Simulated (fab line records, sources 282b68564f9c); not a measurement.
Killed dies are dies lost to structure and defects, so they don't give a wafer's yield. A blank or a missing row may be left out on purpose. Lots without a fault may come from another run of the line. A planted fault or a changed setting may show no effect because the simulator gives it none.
fab line records | flow rit_cmos
record lots=14 wafers=42 last_day=19
route steps=202 shown ACTIVE@16 NWELL@37 PWELL@47 NLDD@109
lots that met no fault: from a run of the same line without faults
start_h: hours from the record's first day to the start of the lot's first wafer shown | wait_h: hours since the lot's step before | " the same as in the row above | L1.1+2: a row that stands for several wafers | - no value, or no start given | * or withheld: withheld | < > ~ a bound
route shown NAME@n: a module of which the file shows steps, and the number in the route of the first | usual: mean/standard deviation of fault-free wafers | same: alike in all rows | chamber/n: place in a boat | sites: the reading at each site | _std_site: their standard deviation | _edge_site: outer sites' mean less inner sites' | radius_mm: how far each site lies from the wafer's centre | mask NAME#n: copy n | behind: the tool/chamber that last shaped the wafer | hold: why the lot was held/for how many hours/how that ended | device: the transistor (n, p or np) that didn't switch | end of line: the same wafers' tests at the end of the route | a step without rows: its recipe alone | killed: dies lost to structure and defects at the first sort, not the wafer's yield | map: a wafer's dies, x killed, . not, _ none there
set.NAME: the setting as run; set.NAME@STEP: as run at that earlier step | model.NAME: the simulator's own value behind a step, which no gauge read
steps of the route over a sample of lots; a table a step, a row a wafer
services: from which hour (start_h, from the record's first day; less than 0 if before it) a tool's chamber was out of use, for how many hours, and why
## steps
# step RIT_ACTIVE_CD_MEAS_90
# recipe target_cd_nm=1400
# usual cd_nm=1400.6/1.9
# columns lot.wafer tool chamber start_h wait_h cd_nm
L920.1 cd_sem-02 - 20.58 0.1 1399.2
L920.3 " - " " 1401.1
L920.4 " - " " 1400.2
L921.2 cd_sem-01 - 26.95 0.2 1403.0
L921.4 " - " " 1402.3
L921.6 " - " " 1402.8
L922.1 cd_sem-01 - 30.24 0.1 1399.4
L922.2 " - " " 1398.1
L922.6 " - " " 1400.1
L923.1 cd_sem-01 - 36.40 0.1 1401.6
L923.2 " - " " 1403.5
L923.5 " - " " 1406.0
L924.1 cd_sem-01 - 40.28 0.1 1402.8
L924.4 " - " " 1400.9
L924.5 " - " " 1401.7
L925.1 cd_sem-01 - 45.40 0.1 1400.7
L925.2 " - " " 1400.2
L925.4 " - " " 1400.3
L926.2 cd_sem-01 - 50.30 0.1 1398.7
L926.5 " - " " 1401.6
L926.6 " - " " 1400.3
L927.1 cd_sem-01 - 56.48 0.1 1399.3
L927.4 " - " " 1399.7
L927.5 " - " " 1399.6
L928.1 cd_sem-01 - 65.63 0.1 1403.1
L928.2 " - " " 1403.7
L928.4 " - " " 1402.1
L929.3 cd_sem-01 - 68.19 0.1 1400.9
L929.4 " - " " 1400.9
L929.5 " - " " 1400.4
L930.3 cd_sem-01 - 70.06 0.1 1400.0
L930.4 " - " " 1401.7
L930.5 " - " " 1401.9
L932.1 cd_sem-01 - 81.77 0.1 1400.2
L932.4 " - " " 1403.3
L932.6 " - " " 1402.2
L940.2 cd_sem-02 - 121.70 0.1 1398.4
L940.3 " - " " 1398.7
L940.6 " - " " 1400.7
L941.2 cd_sem-01 - 126.16 0.1 1398.8
L941.4 " - " " 1398.0
L941.5 " - " " 1396.6
# step RIT_NWELL_STRIP_09
# recipe chemistry=O2 time_s=180 resist=NOVOLAK platen_temp_c=withheld power_w=500 pressure_mtorr=4000 o2_flow_sccm=4000
# usual drypump_motor_current_A=5.97/0.28
# columns lot.wafer tool chamber start_h wait_h drypump_motor_current_A rf_hours_counter_h
L920.1 plasma_asher-01 1 26.53 0.1 6.37 41
L920.3 " 1 " " 6.37 -
L920.4 " 0 " " 5.64 -
L921.2 plasma_asher-01 1 33.51 0.1 6.37 42
L921.4 " 0 " " 5.63 -
L921.6 " 0 " " 5.64 -
L922.1 plasma_asher-02 0 37.57 0.1 5.66 34
L922.2 " 1 " " 5.85 34
L922.6 " 0 " " 5.65 -
L923.1 plasma_asher-01 1 42.30 0.1 6.38 43
L923.2 " 0 " " 5.66 43
L923.5 " 1 " " 6.41 -
L924.1 plasma_asher-01 0 46.85 0.1 5.66 43
L924.4 " 1 " " 6.39 -
L924.5 " 0 " " 5.65 -
L925.1 plasma_asher-04 0 51.34 0.1 6.00 26
L925.2 " 1 " " 6.19 26
L925.4 " 1 " " 6.24 -
L926.2 plasma_asher-02 0 62.16 0.1 5.66 37
L926.5 " 0 " " 5.67 -
L926.6 " 1 " " 5.85 -
L927.1 plasma_asher-04 1 66.47 0.1 6.25 27
L927.4 " 0 " " 6.04 -
L927.5 " 1 " " 6.23 -
L928.1 plasma_asher-02 0 71.30 0.1 5.65 37
L928.2 " 1 " " 5.83 37
L928.4 " 1 " " 5.85 -
L929.3 plasma_asher-04 0 77.33 0.1 6.03 -
L929.4 " 1 " " 6.19 -
L929.5 " 1 " " 6.22 -
L930.3 plasma_asher-02 1 79.59 0.1 5.84 -
L930.4 " 0 " " 5.65 -
L930.5 " 0 " " 5.64 -
L932.1 plasma_asher-01 1 91.54 0.1 6.38 48
L932.4 " 0 " " 5.64 -
L932.6 " 1 " " 6.33 -
L940.2 plasma_asher-01 0 128.53 0.1 5.61 1
L940.3 " 1 " " 6.38 -
L940.6 " 0 " " 5.63 -
L941.2 plasma_asher-04 1 133.39 0.1 6.21 35
L941.4 " 0 " " 6.04 -
L941.5 " 1 " " 6.22 -
# step RIT_PWELL_IMPLANT_08
# recipe species=B energy_kev=170 dose_cm2=7e+13 tilt_deg=7
# usual dose_ions_cm2=7.002e+13/7.8e+10 faraday_current_uA=223/4.8
# columns lot.wafer tool chamber start_h wait_h dose_ions_cm2 faraday_current_uA
L920.1 implanter-03 0 27.98 0.2 6.998e+13 217
L920.3 " 0 " " 6.995e+13 223
L920.4 " 0 " " 6.986e+13 224
L921.2 implanter-01 0 35.06 0.2 6.996e+13 222
L921.4 " 0 " " 7.006e+13 220
L921.6 " 0 " " 7.003e+13 222
L922.1 implanter-02 0 39.20 0.2 7.002e+13 221
L922.2 " 0 " " 7.009e+13 222
L922.6 " 0 " " 7.014e+13 235
L923.1 implanter-03 0 43.83 0.2 7.003e+13 223
L923.2 " 0 " " 7e+13 222
L923.5 " 0 " " 6.996e+13 221
L924.1 implanter-03 0 48.38 0.2 7.007e+13 220
L924.4 " 0 " " 6.991e+13 224
L924.5 " 0 " " 7.002e+13 231
L925.1 implanter-03 0 52.74 0.2 6.998e+13 225
L925.2 " 0 " " 6.989e+13 219
L925.4 " 0 " " 7e+13 218
L926.2 implanter-01 0 63.71 0.2 7.005e+13 218
L926.5 " 0 " " 7.009e+13 227
L926.6 " 0 " " 7.005e+13 220
L927.1 implanter-03 0 67.87 0.2 7.008e+13 221
L927.4 " 0 " " 7.011e+13 222
L927.5 " 0 " " 7.013e+13 219
L928.1 implanter-01 0 72.89 0.2 7.009e+13 225
L928.2 " 0 " " 7.006e+13 227
L928.4 " 0 " " 7.011e+13 225
L929.3 implanter-01 0 78.84 0.2 7.007e+13 226
L929.4 " 0 " " 6.999e+13 228
L929.5 " 0 " " 6.989e+13 221
L930.3 implanter-01 0 81.11 0.2 1.3398e+14 435
L930.4 " 0 " " 1.339e+14 424
L930.5 " 0 " " 1.3393e+14 439
L932.1 implanter-01 0 92.95 0.2 1.3389e+14 437
L932.4 " 0 " " 1.3394e+14 440
L932.6 " 0 " " 1.3391e+14 413
L940.2 implanter-03 0 130.08 0.2 6.99e+13 224
L940.3 " 0 " " 7.002e+13 231
L940.6 " 0 " " 7.004e+13 219
L941.2 implanter-02 0 134.94 0.2 6.997e+13 219
L941.4 " 0 " " 6.986e+13 232
L941.5 " 0 " " 6.996e+13 217
# step RIT_PWELL_TW_MEAS_10
# usual PWELL_TW=958/8.8
# columns lot.wafer tool chamber start_h wait_h PWELL_TW
L920.1 film_metro-02 - 28.31 0.1 970
L920.3 " - " " 966
L920.4 " - " " 976
L921.2 film_metro-04 - 35.37 0.1 951
L921.4 " - " " 949
L921.6 " - " " 944
L922.1 film_metro-02 - 39.53 0.1 967
L922.2 " - " " 963
L922.6 " - " " 965
L923.1 film_metro-01 - 44.16 0.1 964
L923.2 " - " " 960
L923.5 " - " " 961
L924.1 film_metro-02 - 48.70 0.1 968
L924.4 " - " " 973
L924.5 " - " " 967
L925.1 film_metro-01 - 53.07 0.1 947
L925.2 " - " " 953
L925.4 " - " " 953
L926.2 film_metro-01 - 64.02 0.1 947
L926.5 " - " " 953
L926.6 " - " " 951
L927.1 film_metro-04 - 68.20 0.1 947
L927.4 " - " " 950
L927.5 " - " " 947
L928.1 film_metro-02 - 73.22 0.1 970
L928.2 " - " " 967
L928.4 " - " " 961
L929.3 film_metro-04 - 79.13 0.1 952
L929.4 " - " " 949
L929.5 " - " " 947
L930.3 film_metro-02 - 81.40 0.1 1191
L930.4 " - " " 1195
L930.5 " - " " 1188
L932.1 film_metro-02 - 93.27 0.1 1186
L932.4 " - " " 1192
L932.6 " - " " 1192
L940.2 film_metro-02 - 130.39 0.1 959
L940.3 " - " " 959
L940.6 " - " " 963
L941.2 film_metro-04 - 135.25 0.1 945
L941.4 " - " " 952
L941.5 " - " " 947
# step RIT_WELLDRIVE_RS_MEAS_02
# recipe thk_meas_gauge=four-point-probe
# usual PWELL_RS=429.1/1.2
# columns lot.wafer tool chamber start_h wait_h PWELL_RS[ohm/sq]
L920.1 film_metro-01 - 33.57 0.1 428.0
L920.3 " - " " 428.7
L920.4 " - " " 427.0
L921.2 film_metro-02 - 40.64 0.1 429.5
L921.4 " - " " 428.5
L921.6 " - " " 430.1
L922.1 film_metro-02 - 45.13 0.1 429.7
L922.2 " - " " 429.6
L922.6 " - " " 430.1
L923.1 film_metro-02 - 49.80 0.1 428.1
L923.2 " - " " 429.1
L923.5 " - " " 427.5
L924.1 film_metro-02 - 54.17 0.1 429.1
L924.4 " - " " 428.4
L924.5 " - " " 428.6
L925.1 film_metro-02 - 62.54 0.1 428.9
L925.2 " - " " 428.3
L925.4 " - " " 429.0
L926.2 film_metro-01 - 69.58 0.1 428.5
L926.5 " - " " 429.8
L926.6 " - " " 429.4
L927.1 film_metro-02 - 73.58 0.1 428.6
L927.4 " - " " 429.1
L927.5 " - " " 426.5
L928.1 film_metro-01 - 79.82 0.1 428.9
L928.2 " - " " 430.0
L928.4 " - " " 429.7
L929.3 film_metro-02 - 84.51 0.1 430.1
L929.4 " - " " 430.8
L929.5 " - " " 432.4
L930.3 film_metro-04 - 87.30 0.1 288.2
L930.4 " - " " 288.7
L930.5 " - " " 288.1
L932.1 film_metro-04 - 98.53 0.1 289.2
L932.4 " - " " 288.8
L932.6 " - " " 288.3
L940.2 film_metro-01 - 136.46 0.1 429.0
L940.3 " - " " 429.4
L940.6 " - " " 430.5
L941.2 film_metro-02 - 417.07 274.9 428.1
L941.4 " - " " 426.9
L941.5 " - " " 427.9
# step RIT_NLDD_OVL_MEAS_06
# usual NLDD_OVL=-0.7/1.4
# columns lot.wafer tool chamber start_h wait_h NLDD_OVL[nm]
L920.1 overlay-01 - 46.40 - 0.6
L920.3 " - " " -0.6
L920.4 " - " " -0.9
L921.2 overlay-01 - 58.55 - -1.0
L921.4 " - " " 0.0
L921.6 " - " " -4.2
L922.1 overlay-01 - 65.60 - 2.4
L922.2 " - " " 0.3
L922.6 " - " " 2.5
L923.1 overlay-01 - 72.44 - -1.4
L923.2 " - " " -1.3
L923.5 " - " " -0.5
L924.1 overlay-02 - 74.34 - 0.1
L924.4 " - " " -0.4
L924.5 " - " " -0.4
L925.1 overlay-02 - 77.05 - -1.0
L925.2 " - " " -1.4
L925.4 " - " " -1.6
L926.2 overlay-02 - 84.64 - 2.4
L926.5 " - " " 2.0
L926.6 " - " " 1.7
L927.1 overlay-02 - 87.94 - -1.1
L927.4 " - " " -2.1
L927.5 " - " " -2.3
L928.1 overlay-02 - 102.60 - 0.3
L928.2 " - " " -0.2
L928.4 " - " " -0.8
L929.3 overlay-01 - 102.85 - -2.3
L929.4 " - " " -1.4
L929.5 " - " " -1.7
L930.3 overlay-02 - 103.08 - 0.5
L930.4 " - " " -2.1
L930.5 " - " " -0.4
L932.1 overlay-02 - 117.32 - -1.0
L932.4 " - " " -0.1
L932.6 " - " " -1.8
L940.2 overlay-01 - 152.73 - -2.1
L940.3 " - " " -1.2
L940.6 " - " " -0.8
L941.2 overlay-02 - 433.08 - 0.0
L941.4 " - " " 1.8
L941.5 " - " " 1.8
## services
# columns tool chamber start_h hours kind
implanter-03 - 10.79 7.0 pm
plasma_asher-01 - 15.18 0.6 repair
plasma_asher-02 - 26.21 1.6 repair
implanter-01 - 30.53 3.9 pm
implanter-02 - 34.70 0.8 repair
implanter-01 - 97.06 5.9 repair
implanter-03 - 99.37 18.6 repair
implanter-02 - 101.02 1.8 repair
plasma_asher-02 - 105.02 4.3 repair
plasma_asher-01 - 108.75 9.0 pm
plasma_asher-01 0 108.75 9.0 vent_cycle
plasma_asher-01 1 108.75 9.0 vent_cycle
plasma_asher-01 0 117.75 - clean
plasma_asher-01 1 117.75 - clean
## key
first_sign step=RIT_PWELL_IMPLANT_08 reading=dose_ions_cm2 direction=up sigmas=99+ usual=7.002e+13 struck=1.3392e+14
effect step=RIT_PWELL_IMPLANT_08 reading=faraday_current_uA direction=up sigmas=43 usual=223 struck=431
effect step=RIT_PWELL_TW_MEAS_10 reading=PWELL_TW direction=up sigmas=26 usual=958 struck=1191
effect step=RIT_WELLDRIVE_RS_MEAS_02 reading=PWELL_RS direction=down sigmas=99+ usual=429.1 struck=288.6
met_at RIT_PWELL_IMPLANT_08
struck_lots L930,L932
tester_left_out L930,L932
not_acting_at RIT_ACTIVE_CD_MEAS_90,RIT_NWELL_STRIP_09,RIT_NLDD_OVL_MEAS_06
onset_between 78.84 81.11
fault kind=process_parameter_drift tool=implanter-01 chamber=- onset_h=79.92 steps=RIT_PWELL_IMPLANT_08 channel=dose_cm2 offset=6.3909e+13 shape=step end_h=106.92 acts_in=these_recipes_only stated=7e+13
# tester_left_out: of these lots the tester's yield and bins aren't shown, on N5 and GAA mostly nor the transistor test; their killed dies are dies lost to structure and defects alone, not to doping, threshold or leakage, so they don't give the yield
